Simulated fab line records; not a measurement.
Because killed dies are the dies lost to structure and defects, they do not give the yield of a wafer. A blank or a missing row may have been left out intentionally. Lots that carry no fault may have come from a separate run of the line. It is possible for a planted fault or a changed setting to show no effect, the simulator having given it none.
A sampling plan put to the test | flow berkeley-cmos170 | 17 faults told of in these records, all on one fab line, each judged by the records of the lots it struck
The plan consists of the line's own looks: route steps at which the wafer is read by a gauge or an inspection but not changed. Where struck wafers have a number at a look and the file lists that look's usual mean and standard deviation on fault-free wafers, the look can be judged. Caught: the struck wafers' mean, at a look after the fault's first step, is 4 or more of those standard deviations (sigma) away from the usual mean. On the tool: the test repeated on the tool's own readings taken at the fault's steps. It also counts as caught if the struck wafers ran another recipe or if their record alone is blank.

== THE FAULTS, as the simulator had put them in ==
1. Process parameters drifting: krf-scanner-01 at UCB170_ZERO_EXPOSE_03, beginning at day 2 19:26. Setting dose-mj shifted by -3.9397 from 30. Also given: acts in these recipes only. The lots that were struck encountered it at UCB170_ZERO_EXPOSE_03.
2. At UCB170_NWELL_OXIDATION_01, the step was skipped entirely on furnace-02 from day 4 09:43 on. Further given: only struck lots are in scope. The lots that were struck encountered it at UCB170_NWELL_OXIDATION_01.
3. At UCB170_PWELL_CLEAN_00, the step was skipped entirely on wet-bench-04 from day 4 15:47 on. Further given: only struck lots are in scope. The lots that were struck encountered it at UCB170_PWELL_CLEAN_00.
4. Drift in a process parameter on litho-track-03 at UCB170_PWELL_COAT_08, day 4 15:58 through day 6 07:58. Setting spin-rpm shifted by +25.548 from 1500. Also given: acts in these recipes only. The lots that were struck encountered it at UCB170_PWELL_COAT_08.
5. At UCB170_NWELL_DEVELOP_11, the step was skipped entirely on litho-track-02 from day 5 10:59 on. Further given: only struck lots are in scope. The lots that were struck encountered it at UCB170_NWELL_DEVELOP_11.
6. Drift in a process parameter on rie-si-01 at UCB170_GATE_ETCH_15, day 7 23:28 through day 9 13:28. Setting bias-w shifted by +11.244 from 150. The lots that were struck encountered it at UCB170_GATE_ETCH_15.
7. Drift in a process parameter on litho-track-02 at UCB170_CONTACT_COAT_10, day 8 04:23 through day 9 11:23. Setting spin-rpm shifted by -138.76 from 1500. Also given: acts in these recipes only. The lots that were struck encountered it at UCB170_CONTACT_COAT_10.
8. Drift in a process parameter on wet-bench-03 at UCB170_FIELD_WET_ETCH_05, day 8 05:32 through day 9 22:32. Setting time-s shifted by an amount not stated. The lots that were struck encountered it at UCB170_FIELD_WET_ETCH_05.
9. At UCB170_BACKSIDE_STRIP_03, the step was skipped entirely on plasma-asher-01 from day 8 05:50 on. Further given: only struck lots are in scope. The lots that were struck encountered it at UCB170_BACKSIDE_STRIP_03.
10. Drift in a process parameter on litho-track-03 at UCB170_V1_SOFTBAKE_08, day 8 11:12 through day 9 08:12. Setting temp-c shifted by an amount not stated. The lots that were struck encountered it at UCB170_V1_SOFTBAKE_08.
11. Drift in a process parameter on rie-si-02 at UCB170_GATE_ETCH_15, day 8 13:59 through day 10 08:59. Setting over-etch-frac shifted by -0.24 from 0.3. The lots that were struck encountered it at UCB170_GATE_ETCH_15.
12. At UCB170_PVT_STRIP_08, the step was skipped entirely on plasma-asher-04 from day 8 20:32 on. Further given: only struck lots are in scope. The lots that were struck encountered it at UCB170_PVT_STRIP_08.
13. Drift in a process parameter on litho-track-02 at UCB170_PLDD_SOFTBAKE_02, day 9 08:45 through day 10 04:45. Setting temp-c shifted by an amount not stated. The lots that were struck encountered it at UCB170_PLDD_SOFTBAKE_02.
14. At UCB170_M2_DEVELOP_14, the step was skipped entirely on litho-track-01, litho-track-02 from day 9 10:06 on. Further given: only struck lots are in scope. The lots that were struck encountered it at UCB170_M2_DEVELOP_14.
15. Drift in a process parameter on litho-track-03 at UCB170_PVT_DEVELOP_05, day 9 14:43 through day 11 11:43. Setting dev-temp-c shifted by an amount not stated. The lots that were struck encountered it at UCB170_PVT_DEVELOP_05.
16. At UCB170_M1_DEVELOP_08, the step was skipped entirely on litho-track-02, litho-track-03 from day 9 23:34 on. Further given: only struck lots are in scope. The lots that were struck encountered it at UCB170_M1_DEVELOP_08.
17. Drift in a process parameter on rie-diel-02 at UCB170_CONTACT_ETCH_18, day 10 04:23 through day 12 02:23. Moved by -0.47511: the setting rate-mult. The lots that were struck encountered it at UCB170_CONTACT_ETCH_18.

== WHAT THE PLAN SAW ==
fault | on the tool itself                               | first look that catches it                      | reading, sigma | median hours from its first step to that look | hours from the fault's start to the first struck lot there | judged looks passed uncaught
1     | exposure-dose-mJ-cm2 -99 or beyond sigma         | none of the 2 looks that can be judged after it | -              | -                                             | -                                                          | 2
2     | the tool's record is blank for the struck wafers | no look after it can be judged                  | -              | -                                             | -                                                          | 0
3     | the tool's record is blank for the struck wafers | none of the 2 looks that can be judged after it | -              | -                                             | -                                                          | 2
4     | spin-speed-rpm +28 sigma                         | no look after it can be judged                  | -              | -                                             | -                                                          | 0
5     | the tool's record is blank for the struck wafers | no look after it can be judged                  | -              | -                                             | -                                                          | 0
6     | bias-w +23 sigma                                 | not the one look that can be judged after it    | -              | -                                             | -                                                          | 1
7     | spin-speed-rpm -99 or beyond sigma               | no look after it can be judged                  | -              | -                                             | -                                                          | 0
8     | run-length-s +99 or beyond sigma                 | no look after it can be judged                  | -              | -                                             | -                                                          | 0
9     | the tool's record is blank for the struck wafers | no look after it can be judged                  | -              | -                                             | -                                                          | 0
10    | heater-power-total-W +45 sigma                   | UCB170_V1_CD_MEAS_12                            | cd-nm +5.0     | 1.0                                           | 2                                                          | 0
11    | oes-product-au +7.4 sigma                        | none of the 3 looks that can be judged after it | -              | -                                             | -                                                          | 3
12    | the tool's record is blank for the struck wafers | no look after it can be judged                  | -              | -                                             | -                                                          | 0
13    | heater-power-total-W -75 sigma                   | UCB170_PLDD_CD_MEAS_06                          | cd-nm -9.8     | 0.7                                           | 1                                                          | 0
14    | the tool's record is blank for the struck wafers | no look after it can be judged                  | -              | -                                             | -                                                          | 0
15    | developer-temp-C -21 sigma                       | no look after it can be judged                  | -              | -                                             | -                                                          | 0
16    | the tool's record is blank for the struck wafers | no look after it can be judged                  | -              | -                                             | -                                                          | 0
17    | oes-product-au -13 sigma                         | no look after it can be judged                  | -              | -                                             | -                                                          | 0
A dash: this means the fault isn't caught or the number doesn't appear in these records.

Caught at a look: 2 of 17. Caught on the tool: 17 of 17. By one or the other: 17 of 17.
Faults 1, 2, 3, 4, 5, 6, 7, 8, 9, 11, 12, 14, 15, 16, 17 were caught on the tool alone.

== THINNER SAMPLING ==
In the worst case, this is how late the first struck lot would be measured if the look that catches a fault measured only every second or every third lot, by lot number:
fault | struck lots at that look, in order of time | every lot | every second lot | every third lot
10    | L581, L587                                 | 2 h       | may miss all 2   | may miss all 2
13    | L782, L780                                 | 1 h       | may miss all 2   | may miss all 2
Hours: fault start to first struck lot measured. Since the struck wafers were tested as one group against 4 sigma, a single lot by itself may lie under the limit. Other struck lots may not be in these records.

== THE LONGEST TIMED WAY FROM STEP TO LOOK ==
For fault 10, UCB170_V1_SOFTBAKE_08 and UCB170_V1_CD_MEAS_12 are separated by a median of 1.0 hours. No look between them can be judged.
